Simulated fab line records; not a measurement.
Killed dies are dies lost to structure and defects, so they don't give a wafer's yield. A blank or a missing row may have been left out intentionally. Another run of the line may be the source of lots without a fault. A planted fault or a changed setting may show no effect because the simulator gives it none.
What tool caused it? + flow rit cmos + 42 wafers from 14 lots sampled at 3 of the route's 202 steps

== WHAT THE GAUGES SHOWED, per wafer ==
RIT_SILICIDE_RS_MEAS_02: the measuring method here is four-point-probe. Usual: for SILICIDE_TI_RS the level is 44.5 ohm/sq and the standard deviation is 0.55.
| lot  | measured    | on            | SILICIDE_TI_RS (ohm/sq) | flag |
|------|-------------|---------------|-------------------------|------|
| L687 | day 3 08:45 | film metro-03 | 45.0 45.0 44.3          |      |
| L689 | day 3 17:03 | film metro-03 | 44.8 44.2 45.4          |      |
| L690 | day 3 23:43 | film metro-03 | 44.0 44.5 43.4          |      |
| L692 | day 4 08:13 | film metro-03 | 43.5 44.6 44.0          |      |
| L693 | day 4 13:17 | film metro-03 | 45.1 44.1 44.8          |      |
| L694 | day 4 17:53 | film metro-02 | 45.2 45.2 44.6          |      |
| L695 | day 4 23:59 | film metro-03 | 45.3 44.5 44.2          |      |
| L696 | day 5 04:37 | film metro-02 | 44.7 44.5 44.6          |      |
| L697 | day 5 08:50 | film metro-03 | 44.9 43.7 44.2          |      |
| L699 | day 5 18:18 | film metro-01 | 43.3 44.1 43.9          |      |
| L700 | day 6 00:54 | film metro-03 | 44.8 45.6 45.5          |      |
| L701 | day 6 06:08 | film metro-01 | 44.0 44.3 44.3          |      |
| L704 | day 7 01:45 | film metro-02 | 73.1 71.8 72.2          | OFF  |
| L706 | day 7 10:46 | film metro-03 | 70.1 69.3 71.3          | OFF  |

RIT_SILICIDE_THK_MEAS_03: measures by xrf. Usual: for SILICIDE_TI_THK the level is 30.4 nm and the standard deviation is 0.33.
| lot  | measured    | on            | SILICIDE_TI_THK (nm) | flag |
|------|-------------|---------------|----------------------|------|
| L687 | day 3 08:52 | film metro-03 | 30.1 30.2 30.6       |      |
| L689 | day 3 17:10 | film metro-03 | 30.3 30.6 29.7       |      |
| L690 | day 3 23:50 | film metro-03 | 30.8 30.5 31.0       |      |
| L692 | day 4 08:20 | film metro-03 | 31.0 30.6 30.8       |      |
| L693 | day 4 13:24 | film metro-03 | 30.3 30.6 30.4       |      |
| L694 | day 4 18:00 | film metro-02 | 29.8 29.9 30.1       |      |
| L695 | day 5 00:06 | film metro-03 | 30.0 30.3 30.4       |      |
| L696 | day 5 04:44 | film metro-02 | 30.2 30.2 30.2       |      |
| L697 | day 5 08:57 | film metro-03 | 30.1 30.8 30.6       |      |
| L699 | day 5 18:25 | film metro-01 | 30.9 30.4 30.6       |      |
| L700 | day 6 01:01 | film metro-03 | 30.2 29.8 29.8       |      |
| L701 | day 6 06:15 | film metro-01 | 30.5 30.4 30.3       |      |
| L704 | day 7 01:52 | film metro-02 | 20.5 20.7 20.7       | OFF  |
| L706 | day 7 10:53 | film metro-03 | 21.2 21.3 20.9       | OFF  |

== WHAT TOOL EACH LOT RAN ON (gives the tool, then ch and the chambers of the sampled wafers, and finally the start) ==
| lot  | RIT_SILICIDE_SPUTTER_01     |
|------|-----------------------------|
| L687 | pvd sputter-02, day 3 08:36 |
| L689 | pvd sputter-02, day 3 16:54 |
| L690 | pvd sputter-01, day 3 23:33 |
| L692 | pvd sputter-01, day 4 08:04 |
| L693 | pvd sputter-02, day 4 13:08 |
| L694 | pvd sputter-01, day 4 17:44 |
| L695 | pvd sputter-02, day 4 23:49 |
| L696 | pvd sputter-01, day 5 04:28 |
| L697 | pvd sputter-02, day 5 08:40 |
| L699 | pvd sputter-02, day 5 18:08 |
| L700 | pvd sputter-01, day 6 00:45 |
| L701 | pvd sputter-02, day 6 05:59 |
| L704 | pvd sputter-01, day 7 01:36 |
| L706 | pvd sputter-01, day 7 10:37 |
- RIT_SILICIDE_SPUTTER_01: material Ti, target thk 30 nm, time 240 s.

== WHAT THE TOOLS THEMSELVES READ (means of the sampled wafers that have a number; where no wafer has one, the mark that the record gives instead) ==
RIT_SILICIDE_SPUTTER_01. Usual: throttle valve pct 29.8 %, standard deviation 1.5.
| lot  | tool           | throttle valve pct (%) | flag |
|------|----------------|------------------------|------|
| L687 | pvd sputter-02 | 29.9                   |      |
| L689 | pvd sputter-02 | 30.9                   |      |
| L690 | pvd sputter-01 | 29.1                   |      |
| L692 | pvd sputter-01 | 29.1                   |      |
| L693 | pvd sputter-02 | 31.0                   |      |
| L694 | pvd sputter-01 | 29.1                   |      |
| L695 | pvd sputter-02 | 29.5                   |      |
| L696 | pvd sputter-01 | 29.6                   |      |
| L697 | pvd sputter-02 | 28.4                   |      |
| L699 | pvd sputter-02 | 30.0                   |      |
| L700 | pvd sputter-01 | 29.1                   |      |
| L701 | pvd sputter-02 | 30.0                   |      |
| L704 | pvd sputter-01 | 28.9                   |      |
| L706 | pvd sputter-01 | 30.1                   |      |

== THE ANSWER, worked out from the rows above alone ==
Rule: a lot is off if the mean of its wafers that have a number lies more than 3 standard deviations from the usual mean. A lot without any number at a reading at which 4 lots or more have one is off too. Any other lot the step has rows for is counted as sound. First the gauges in route order, then the tools' own readings, where a lot's mean is used as printed above. At the first step where some lot is off, the reading lying furthest off is the one used; lots without a number count as furthest.
Off: L704, L706, seen at RIT_SILICIDE_RS_MEAS_02 (SILICIDE_TI_RS).
If a tool, at a process step before that reading, ran all the lots that are off and no sound lot after the first of them, it fits. Gauges at RIT_SILICIDE_RS_MEAS_02: tried the same way as those tools. One fits: RIT_SILICIDE_SPUTTER_01 on pvd sputter-01. A fault onset in the window from L700 (day 6 00:45, its last sound lot) to L704 (day 7 01:36, its first lot off) fits.

== WHAT THE SIMULATOR PUT IN ==
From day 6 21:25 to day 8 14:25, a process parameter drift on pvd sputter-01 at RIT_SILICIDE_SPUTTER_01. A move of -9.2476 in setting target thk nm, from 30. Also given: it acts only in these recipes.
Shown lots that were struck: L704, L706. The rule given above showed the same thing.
